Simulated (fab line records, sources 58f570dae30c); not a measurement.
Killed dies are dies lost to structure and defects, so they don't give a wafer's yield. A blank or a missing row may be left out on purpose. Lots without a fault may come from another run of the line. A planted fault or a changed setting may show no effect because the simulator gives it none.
One fault seen from 2 desks | flow berkeley_cmos170 | each desk has only its own numbers; what lay behind them comes last

THE METROLOGY DESK
What the gauges read, lot by lot, whatever tool the lot ran on: means of the sampled wafers that have a number. A lot is out of limits, marked OUT, if its mean lies more than 4 standard deviations from the usual mean; the brackets give that distance.
Columns: A = cd_nm at UCB170_M2_CD_MEAS_15, usual 699.5 nm; B = M2_OVL at UCB170_M2_OVL_MEAS_16, usual -1 nm
lot  | first seen here | A     | B
L739 | day 8 03:26     | 699.8 | -9
L743 | day 8 22:27     | 700.3 | 3
L747 | day 9 14:31     | 700.3 | -0
L754 | day 11 05:21    | 698.6 | -6
L757 | day 11 20:49    | 701.7 | 5
This desk's finding: nothing out of limits on any of the 5 lots.

THE TOOL OWNER'S DESK: rie_metal-03
The tool's own readings at UCB170_M2_METAL_ETCH_18 (etches Al in Cl2/BCl3, stops on SiO2, target depth 1170 nm, time 195 s): means of the sampled wafers that have a number, for each lot that ran on this tool. A lot is out of limits, marked OUT, if its mean lies more than 4 standard deviations from the usual mean; the brackets give that distance.
Columns: A = drypump_motor_current_A at UCB170_M2_METAL_ETCH_18, usual 5.9 A; B = oes_product_au at UCB170_M2_METAL_ETCH_18, usual 0.847 a.u.; C = throttle_valve_pct at UCB170_M2_METAL_ETCH_18, usual 24.28 %
lot  | first seen here | A   | B     | C
L739 | day 8 03:36     | 6.2 | 0.851 | 24.34
L743 | day 8 22:39     | 6.1 | 0.849 | 24.34
L757 | day 11 21:02    | 6.2 | 0.850 | 24.35
This desk's finding: nothing out of limits on any of the 3 lots.

PUT TOGETHER
The metrology desk saw nothing out of limits.
The tool owner's desk saw nothing out of limits.

WHAT THE SIMULATOR HAD PUT IN
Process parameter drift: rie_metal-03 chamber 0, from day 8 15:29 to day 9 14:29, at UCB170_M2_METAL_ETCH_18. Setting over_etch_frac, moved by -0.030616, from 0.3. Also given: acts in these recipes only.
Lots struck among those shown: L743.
